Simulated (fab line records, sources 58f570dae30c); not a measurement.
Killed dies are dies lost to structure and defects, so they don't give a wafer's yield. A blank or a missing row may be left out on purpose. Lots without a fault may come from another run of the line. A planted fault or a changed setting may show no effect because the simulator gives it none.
Which tool did it? | flow berkeley_cmos170 | 14 lots, 42 wafers sampled, at 7 steps of a route of 331

WHAT THE GAUGES READ, wafer by wafer
UCB170_NVT_OVL_MEAS_06. Usual: NVT_OVL 0 nm, standard deviation 4.3.
lot  | measured     | on         | NVT_OVL (nm) | flag
L135 | day 5 10:11  | overlay-02 | 6 2 4        |
L137 | day 5 13:21  | overlay-01 | -5 1 -8      |
L136 | day 5 13:38  | overlay-01 | -4 -1 0      |
L138 | day 5 20:08  | overlay-01 | 4 1 5        |
L139 | day 5 20:14  | overlay-02 | -7 -3 -3     |
L141 | day 6 13:07  | overlay-02 | -6 -2 -5     |
L142 | day 7 00:07  | overlay-01 | 1 0 -2       |
L143 | day 7 00:20  | overlay-02 | -7 6 5       |
L147 | day 7 08:32  | overlay-01 | 4 -1 -5      |
L152 | day 9 05:25  | overlay-02 | -1 -3 -8     |
L154 | day 9 09:05  | overlay-01 | 3 6 5        |
L156 | day 10 07:18 | overlay-02 | -10 -2 -2    |
L158 | day 10 12:55 | overlay-01 | 3 2 2        |
L157 | day 10 13:08 | overlay-01 | 1 -6 -2      |

UCB170_FIELD_THK_MEAS_91. Usual: FIELD_OXIDE_LEFT_2_THK 356 nm, standard deviation 13.
lot  | measured     | on            | FIELD_OXIDE_LEFT_2_THK (nm) | flag
L135 | day 5 12:01  | film_metro-01 | 350 342 349                 |
L137 | day 5 15:28  | film_metro-02 | 342 342 348                 |
L136 | day 5 16:05  | film_metro-04 | 361 364 364                 |
L138 | day 5 22:46  | film_metro-01 | 365 366 366                 |
L139 | day 5 22:48  | film_metro-02 | 351 338 350                 |
L141 | day 6 15:36  | film_metro-01 | 380 377 377                 |
L142 | day 7 02:22  | film_metro-01 | 383 388 378                 |
L143 | day 7 02:32  | film_metro-01 | 354 370 367                 |
L147 | day 7 12:08  | film_metro-01 | 345 354 357                 |
L152 | day 9 07:12  | film_metro-02 | 350 356 365                 |
L154 | day 9 12:06  | film_metro-04 | 375 380 375                 |
L156 | day 10 09:12 | film_metro-01 | 370 362 359                 |
L158 | day 10 16:29 | film_metro-02 | 349 340 353                 |
L157 | day 10 16:32 | film_metro-01 | 344 348 355                 |

UCB170_M1_RS_MEAS_01: measures by four-point-probe. Usual: M1_AL_RS 0.0483 ohm/sq, standard deviation 0.00057.
lot  | measured     | on            | M1_AL_RS (ohm/sq)    | flag
L135 | day 6 16:59  | film_metro-01 | 0.0486 0.0489 0.0489 |
L137 | day 7 02:05  | film_metro-01 | 0.0484 0.0493 0.0491 |
L136 | day 7 00:23  | film_metro-02 | 0.0483 0.0482 0.0483 |
L138 | day 7 11:41  | film_metro-03 | 0.0479 0.0474 0.0478 |
L139 | day 7 11:31  | film_metro-01 | 0.0476 0.0488 0.0478 |
L141 | day 8 00:00  | film_metro-03 | 0.0481 0.0483 0.0486 |
L142 | day 8 10:36  | film_metro-03 | 0.1077 0.1100 0.1072 | OFF
L143 | day 8 15:02  | film_metro-01 | 0.0480 0.0481 0.0488 |
L147 | day 9 01:38  | film_metro-02 | 0.1162 0.1130 0.1122 | OFF
L152 | day 10 16:36 | film_metro-03 | 0.0488 0.0492 0.0484 |
L154 | day 10 23:31 | film_metro-01 | 0.0489 0.0478 0.0484 |
L156 | day 11 21:07 | film_metro-03 | 0.0489 0.0486 0.0486 |
L158 | day 12 02:44 | film_metro-03 | 0.0483 0.0477 0.0479 |
L157 | day 12 01:17 | film_metro-02 | 0.0479 0.0478 0.0482 |

UCB170_M1_THK_MEAS_02: measures by xrf. Usual: M1_AL_THK 595 nm, standard deviation 7.4.
lot  | measured     | on            | M1_AL_THK (nm) | flag
L135 | day 6 17:06  | film_metro-01 | 596 595 591    |
L137 | day 7 02:12  | film_metro-01 | 598 585 585    |
L136 | day 7 00:29  | film_metro-02 | 602 600 600    |
L138 | day 7 11:48  | film_metro-03 | 593 599 594    |
L139 | day 7 11:38  | film_metro-01 | 609 593 607    |
L141 | day 8 00:07  | film_metro-03 | 592 591 590    |
L142 | day 8 10:43  | film_metro-03 | 271 266 270    | OFF
L143 | day 8 15:09  | film_metro-01 | 602 601 592    |
L147 | day 9 01:44  | film_metro-02 | 255 260 263    | OFF
L152 | day 10 16:43 | film_metro-03 | 584 579 589    |
L154 | day 10 23:37 | film_metro-01 | 592 605 599    |
L156 | day 11 21:13 | film_metro-03 | 585 590 589    |
L158 | day 12 02:50 | film_metro-03 | 593 596 593    |
L157 | day 12 01:25 | film_metro-02 | 605 603 598    |

UCB170_V1_BOW_MEAS_03. Usual: V1_BOW 20 um, standard deviation 6.8.
lot  | measured     | on            | V1_BOW (um) | flag
L135 | day 7 01:54  | film_metro-03 | 12 13 13    |
L137 | day 7 06:32  | film_metro-04 | 20 27 17    |
L136 | day 7 06:15  | film_metro-03 | 32 26 24    |
L138 | day 7 17:57  | film_metro-01 | 20 10 26    |
L139 | day 7 18:15  | film_metro-01 | 23 11 9     |
L141 | day 8 07:43  | film_metro-04 | 18 23 20    |
L142 | day 8 17:02  | film_metro-04 | 23 22 27    |
L143 | day 8 21:08  | film_metro-03 | 10 35 31    |
L147 | day 9 13:08  | film_metro-03 | 13 10 27    |
L152 | day 10 23:40 | film_metro-04 | 18 15 18    |
L154 | day 11 05:17 | film_metro-04 | 21 28 26    |
L156 | day 12 03:32 | film_metro-04 | 34 21 30    |
L158 | day 12 11:29 | film_metro-04 | 14 12 13    |
L157 | day 12 11:26 | film_metro-03 | 22 10 7     |

WHICH TOOL RAN EACH LOT (tool, then ch and the chambers of the sampled wafers, then the start)
lot  | UCB170_M1_SPUTTER_00         | UCB170_M1_METAL_ETCH_12
L135 | pvd_sputter-04, day 6 16:55  | rie_metal-04 ch 0,1, day 6 21:56
L137 | pvd_sputter-02, day 7 02:00  | rie_metal-01 ch 0,1, day 7 03:30
L136 | pvd_sputter-01, day 7 00:17  | rie_metal-04 ch 0,1, day 7 02:16
L138 | pvd_sputter-04, day 7 11:37  | rie_metal-01 ch 0,1, day 7 13:26
L139 | pvd_sputter-01, day 7 11:26  | rie_metal-02 ch 0,1, day 7 13:10
L141 | pvd_sputter-02, day 7 23:55  | rie_metal-02 ch 0,1, day 8 01:53
L142 | pvd_sputter-02, day 8 10:32  | rie_metal-01 ch 0,1, day 8 11:57
L143 | pvd_sputter-04, day 8 14:58  | rie_metal-04 ch 0,1, day 8 16:22
L147 | pvd_sputter-02, day 9 01:32  | rie_metal-01 ch 0,1, day 9 03:04
L152 | pvd_sputter-04, day 10 16:32 | rie_metal-01 ch 0,1, day 10 17:49
L154 | pvd_sputter-01, day 10 23:25 | rie_metal-01 ch 0,1, day 11 00:57
L156 | pvd_sputter-01, day 11 21:02 | rie_metal-01 ch 0,1, day 11 22:19
L158 | pvd_sputter-02, day 12 02:38 | rie_metal-02 ch 0,1, day 12 04:08
L157 | pvd_sputter-04, day 12 01:14 | rie_metal-04 ch 0,1, day 12 02:38
- UCB170_M1_SPUTTER_00: material Al, target thk 600 nm, time 80 s.
- UCB170_M1_METAL_ETCH_12: etches Al in Cl2/BCl3, stops on PSG, target depth 780 nm, time 130 s.

WHAT THE TOOLS THEMSELVES READ (means of the sampled wafers that have a number; where no wafer has one, the mark that the record gives instead)
UCB170_M1_SPUTTER_00. Usual: cathode_dc_power_W 6000.2 W, standard deviation 1.1; chamber_pressure_pa 0.5000 Pa, standard deviation 0.00096; throttle_valve_pct 29.8 %, standard deviation 1.4.
lot  | tool           | cathode_dc_power_W (W) | chamber_pressure_pa (Pa) | throttle_valve_pct (%) | flag
L135 | pvd_sputter-04 | 5999.3                 | 0.5005                   | 29.3                   |
L137 | pvd_sputter-02 | 6000.6                 | 0.4999                   | 28.8                   |
L136 | pvd_sputter-01 | 5999.6                 | 0.5008                   | 29.6                   |
L138 | pvd_sputter-04 | 6000.3                 | 0.5004                   | 29.7                   |
L139 | pvd_sputter-01 | 6001.1                 | 0.5010                   | 30.5                   |
L141 | pvd_sputter-02 | 6000.9                 | 0.4999                   | 29.7                   |
L142 | pvd_sputter-02 | 6000.0                 | 0.5001                   | 28.7                   |
L143 | pvd_sputter-04 | 5999.7                 | 0.4994                   | 29.9                   |
L147 | pvd_sputter-02 | 6000.6                 | 0.5010                   | 30.6                   |
L152 | pvd_sputter-04 | 6001.2                 | 0.5004                   | 30.1                   |
L154 | pvd_sputter-01 | 5999.9                 | 0.5003                   | 29.4                   |
L156 | pvd_sputter-01 | 6000.0                 | 0.4997                   | 30.5                   |
L158 | pvd_sputter-02 | 6001.2                 | 0.5003                   | 30.6                   |
L157 | pvd_sputter-04 | 5999.3                 | 0.5001                   | 29.9                   |

UCB170_M1_METAL_ETCH_12. Usual: drypump_motor_current_A 5.7 A, standard deviation 0.46; oes_product_au 0.859 a.u., standard deviation 0.012; throttle_valve_pct 24.3 %, standard deviation 0.38.
lot  | tool         | drypump_motor_current_A (A) | oes_product_au (a.u.) | throttle_valve_pct (%) | flag
L135 | rie_metal-04 | 6.2                         | 0.850                 | 24.1                   |
L137 | rie_metal-01 | 5.5                         | 0.857                 | 24.2                   |
L136 | rie_metal-04 | 6.2                         | 0.848                 | 24.1                   |
L138 | rie_metal-01 | 5.4                         | 0.871                 | 24.4                   |
L139 | rie_metal-02 | 5.8                         | 0.868                 | 24.2                   |
L141 | rie_metal-02 | 5.7                         | 0.858                 | 24.3                   |
L142 | rie_metal-01 | 5.5                         | 0.604                 | 24.4                   | OFF
L143 | rie_metal-04 | 5.7                         | 0.848                 | 24.5                   |
L147 | rie_metal-01 | 5.4                         | 0.585                 | 24.6                   | OFF
L152 | rie_metal-01 | 5.4                         | 0.858                 | 24.5                   |
L154 | rie_metal-01 | 5.4                         | 0.866                 | 24.5                   |
L156 | rie_metal-01 | 5.5                         | 0.860                 | 24.2                   |
L158 | rie_metal-02 | 5.7                         | 0.868                 | 24.2                   |
L157 | rie_metal-04 | 6.2                         | 0.857                 | 24.1                   |

THE ANSWER, worked out from the rows above alone
Rule: a lot is off if the mean of its wafers that have a number lies more than 3 standard deviations from the usual mean. A lot without any number at a reading at which 4 lots or more have one is off too. The other lots that the step has rows for count as sound. The gauges are gone through in route order, then the tools' own readings, and for those a lot's mean is taken as printed above. The first step at which some lot is off is used, and at that step the reading that is off furthest; a lot without a number counts as furthest.
Off: L142, L147, at UCB170_M1_RS_MEAS_01 (M1_AL_RS).
A tool fits if, at a process step before that reading, it ran every lot that is off, and no sound lot after the first of them. The gauges at UCB170_M1_RS_MEAS_01 aren't tried: what is off there is off at UCB170_M1_METAL_ETCH_12 too, on other tools, and a gauge's error can't cause that. None of those tried fits.

WHAT THE SIMULATOR HAD PUT IN
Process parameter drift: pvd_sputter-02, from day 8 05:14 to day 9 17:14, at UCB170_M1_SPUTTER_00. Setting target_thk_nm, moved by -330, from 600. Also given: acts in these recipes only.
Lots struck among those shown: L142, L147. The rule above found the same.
